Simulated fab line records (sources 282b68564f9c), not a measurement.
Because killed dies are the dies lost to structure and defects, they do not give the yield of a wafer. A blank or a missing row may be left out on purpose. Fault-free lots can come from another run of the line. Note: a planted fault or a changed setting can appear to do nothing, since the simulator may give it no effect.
What tool caused it? -- flow rit_cmos -- 7 lots, 21 wafers sampled, at 1 step of a route of 202

## WHAT THE GAUGES READ, wafer by wafer
RIT_ACTIVE_CD_MEAS_11: target cd 1400 nm.
lot,measured,on,cd_nm (nm)
L968,day 2 02:22,cd_sem-02,1400.6 1400.4 1398.7
L973,day 3 03:49,cd_sem-02,1401.8 1401.1 1402.7
L975,day 3 12:14,cd_sem-02,1400.2 1401.1 1401.3
L977,day 3 21:36,cd_sem-01,1401.2 1399.3 1400.8
L982,day 4 23:01,cd_sem-02,1398.0 1397.1 1397.3
L985,day 5 16:23,cd_sem-01,1404.7 1404.3 1404.2
L988,day 6 04:47,cd_sem-01,1401.7 1401.1 1399.8

## WHAT TOOL EACH LOT RAN ON (gives the tool, then ch and the chambers of the sampled wafers, and finally the start)
The record shows no process step preceding these readings.

## THE ANSWER, worked out from the rows above alone
Rule: usual is defined by the lots themselves. Put in order of their means at a reading, lots are off if they are a third of the lots or fewer, leave a main group of 4 or more, and stand apart from it by a gap of 3 or more times the standard deviation of the main group's means; of several such gaps the widest counts. Not used: any main group whose means are identical at the precision the tables above print for the reading. Also off: a lot with no number at a reading for which 4 or more lots have one. All remaining lots with rows at the step are treated as sound.
No lot is off on any of the readings shown, so nothing can be concluded from this.

## WHAT THE SIMULATOR HAD PUT IN
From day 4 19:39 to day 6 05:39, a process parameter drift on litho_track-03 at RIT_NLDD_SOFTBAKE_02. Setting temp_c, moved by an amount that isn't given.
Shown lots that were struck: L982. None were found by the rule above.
